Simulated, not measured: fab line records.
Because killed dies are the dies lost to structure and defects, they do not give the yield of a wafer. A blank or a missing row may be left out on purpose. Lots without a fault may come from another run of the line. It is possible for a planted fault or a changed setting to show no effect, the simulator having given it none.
Split-lot experiment :: flow berkeley_cmos170 :: 23 wafers read across 5 lots, on a route 331 steps long

## ON THE SPLIT
At UCB170_V2_ETCH_14 (etches SiO2 in CHF3/CF4/Ar, stops on Al, target depth 1250 nm, time 291 s), the setting time_s was moved away from the recipe's 291 s on 6 of the 23 wafers read, by -6.8% to +14.6%. The other wafers ran this setting at the recipe's value.

Reading taken at the split's own step.

## THE READING
KrF_of_V2_COAT_07.thk_nm (the simulator's own value, which no gauge read), in nm, at UCB170_V2_ETCH_14 (etches SiO2 in CHF3/CF4/Ar, stops on Al, target depth 1250 nm, time 291 s). The file does not state a usual value for it. Across the 17 wafers here that went through the recipe, the average is 609.8 nm and the standard deviation 4.5 nm.

wafer: L077.2
tool, chamber at the split: rie_diel-02, 0
time_s as run, s: 291
against the recipe: recipe
KrF_of_V2_COAT_07.thk_nm, nm: 609.4
against lot-mates on the recipe: -

wafer: L077.3
tool, chamber at the split: rie_diel-02, 2
time_s as run, s: 291
against the recipe: recipe
KrF_of_V2_COAT_07.thk_nm, nm: 612.6
against lot-mates on the recipe: -

wafer: L077.5
tool, chamber at the split: rie_diel-02, 3
time_s as run, s: 291
against the recipe: recipe
KrF_of_V2_COAT_07.thk_nm, nm: 616
against lot-mates on the recipe: -

wafer: L081.1
tool, chamber at the split: rie_diel-02, 3
time_s as run, s: 291
against the recipe: recipe
KrF_of_V2_COAT_07.thk_nm, nm: 616.3
against lot-mates on the recipe: -

wafer: L081.2
tool, chamber at the split: rie_diel-02, 0
time_s as run, s: 291
against the recipe: recipe
KrF_of_V2_COAT_07.thk_nm, nm: 608.3
against lot-mates on the recipe: -

wafer: L081.4
tool, chamber at the split: rie_diel-02, 2
time_s as run, s: 291
against the recipe: recipe
KrF_of_V2_COAT_07.thk_nm, nm: 613.1
against lot-mates on the recipe: -

wafer: L081.5
tool, chamber at the split: rie_diel-02, 0
time_s as run, s: 291
against the recipe: recipe
KrF_of_V2_COAT_07.thk_nm, nm: 607.8
against lot-mates on the recipe: -

wafer: L081.6
tool, chamber at the split: rie_diel-02, 1
time_s as run, s: 291
against the recipe: recipe
KrF_of_V2_COAT_07.thk_nm, nm: 615.8
against lot-mates on the recipe: -

wafer: L083.1
tool, chamber at the split: rie_diel-03, 0
time_s as run, s: 271.1
against the recipe: -6.8%
KrF_of_V2_COAT_07.thk_nm, nm: 632.6
against lot-mates on the recipe: +23.8

wafer: L083.2
tool, chamber at the split: rie_diel-03, 2,0
time_s as run, s: 271.1
against the recipe: -6.8%
KrF_of_V2_COAT_07.thk_nm, nm: 627.6
against lot-mates on the recipe: +18.8

wafer: L083.5
tool, chamber at the split: rie_diel-03, 2,0
time_s as run, s: 271.1
against the recipe: -6.8%
KrF_of_V2_COAT_07.thk_nm, nm: 627.6
against lot-mates on the recipe: +18.8

wafer: L083.3
tool, chamber at the split: rie_diel-03, 1
time_s as run, s: 291
against the recipe: recipe
KrF_of_V2_COAT_07.thk_nm, nm: 609.7
against lot-mates on the recipe: -

wafer: L083.4
tool, chamber at the split: rie_diel-03, 1
time_s as run, s: 291
against the recipe: recipe
KrF_of_V2_COAT_07.thk_nm, nm: 607.9
against lot-mates on the recipe: -

wafer: L082.1
tool, chamber at the split: rie_diel-04, 1
time_s as run, s: 291
against the recipe: recipe
KrF_of_V2_COAT_07.thk_nm, nm: 614.2
against lot-mates on the recipe: -

wafer: L082.2
tool, chamber at the split: rie_diel-04, 2
time_s as run, s: 333.6
against the recipe: +14.6%
KrF_of_V2_COAT_07.thk_nm, nm: 573.8
against lot-mates on the recipe: -40.5

wafer: L082.3
tool, chamber at the split: rie_diel-04, 3
time_s as run, s: 333.6
against the recipe: +14.6%
KrF_of_V2_COAT_07.thk_nm, nm: 577.2
against lot-mates on the recipe: -37.0

wafer: L082.4
tool, chamber at the split: rie_diel-04, 0
time_s as run, s: 291
against the recipe: recipe
KrF_of_V2_COAT_07.thk_nm, nm: 614.3
against lot-mates on the recipe: -

wafer: L082.5
tool, chamber at the split: rie_diel-04, 3
time_s as run, s: 333.6
against the recipe: +14.6%
KrF_of_V2_COAT_07.thk_nm, nm: 575.2
against lot-mates on the recipe: -39.0

wafer: L084.1
tool, chamber at the split: rie_diel-03, 1
time_s as run, s: 291
against the recipe: recipe
KrF_of_V2_COAT_07.thk_nm, nm: 606.7
against lot-mates on the recipe: -

wafer: L084.3
tool, chamber at the split: rie_diel-03, 3
time_s as run, s: 291
against the recipe: recipe
KrF_of_V2_COAT_07.thk_nm, nm: 603.2
against lot-mates on the recipe: -

wafer: L084.4
tool, chamber at the split: rie_diel-03, 2
time_s as run, s: 291
against the recipe: recipe
KrF_of_V2_COAT_07.thk_nm, nm: 603.3
against lot-mates on the recipe: -

wafer: L084.5
tool, chamber at the split: rie_diel-03, 3
time_s as run, s: 291
against the recipe: recipe
KrF_of_V2_COAT_07.thk_nm, nm: 603.5
against lot-mates on the recipe: -

wafer: L084.6
tool, chamber at the split: rie_diel-03, 2
time_s as run, s: 291
against the recipe: recipe
KrF_of_V2_COAT_07.thk_nm, nm: 604.2
against lot-mates on the recipe: -
Rows listing several chambers each stand for several wafers; the file does not say which wafer went through which chamber.

FIT RESULTS
A straight line over all 23 wafers: KrF_of_V2_COAT_07.thk_nm changes by -2.45 nm for each +1% of time_s; r = -0.96; the points scatter about the line by 4.3 nm.
The same after taking each lot's own level away (the mean of its wafers on the recipe; 23 wafers): -2.73 nm for each +1%; r = -0.99; scatter 2.5 nm.
According to that fit, moving time_s by its largest amount changes the reading by 40 nm.
From 604.18 to 614.25 nm: that is the span of the lots' own levels, equal to 2.2 times the standard deviation above.
The two slopes agree, so the slope changes little with the lot-to-lot level.
Check: -39.2 nm against its lot-mates is what the line predicts for one of the wafers moved furthest among these (+14.6%) when that wafer is left out of the fit. Against them it came out at -40.5 nm.

## FURTHER SPLITS ON THESE WAFERS
Other splits were also applied to these wafers ahead of the reading. Each is held against what the fit with the lots' levels taken away leaves over:
other split on the same wafers: UCB170_M2_PEB_13 peb_temp_c
wafers away from the commonest value: 4
r with KrF_of_V2_COAT_07.thk_nm (lot level and that fit taken away): +0.01

other split on the same wafers: UCB170_V2_CVD_00 time_s
wafers away from the commonest value: 7
r with KrF_of_V2_COAT_07.thk_nm (lot level and that fit taken away): -0.02

## THE WHOLE CHAIN: every reading that the file lists as answering this split, in the file's order
step: UCB170_V2_ETCH_14
what it does: etches SiO2 in CHF3/CF4/Ar, stops on Al, target depth 1250 nm, time 291 s
reading: KrF_of_V2_COAT_07.thk_nm (the simulator's own value, which no gauge read)
change (the file's fit): -2.72 nm for each +1% of the setting
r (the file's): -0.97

step: UCB170_V2_STRIP_15
what it does: strips in O2
reading: strip_time_to_endpoint_s
change (the file's fit): withheld for each +1% of the setting
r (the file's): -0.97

## FILE'S OWN FIT
KrF_of_V2_COAT_07.thk_nm changes by -2.72 nm for each +1% of time_s, r = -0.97.
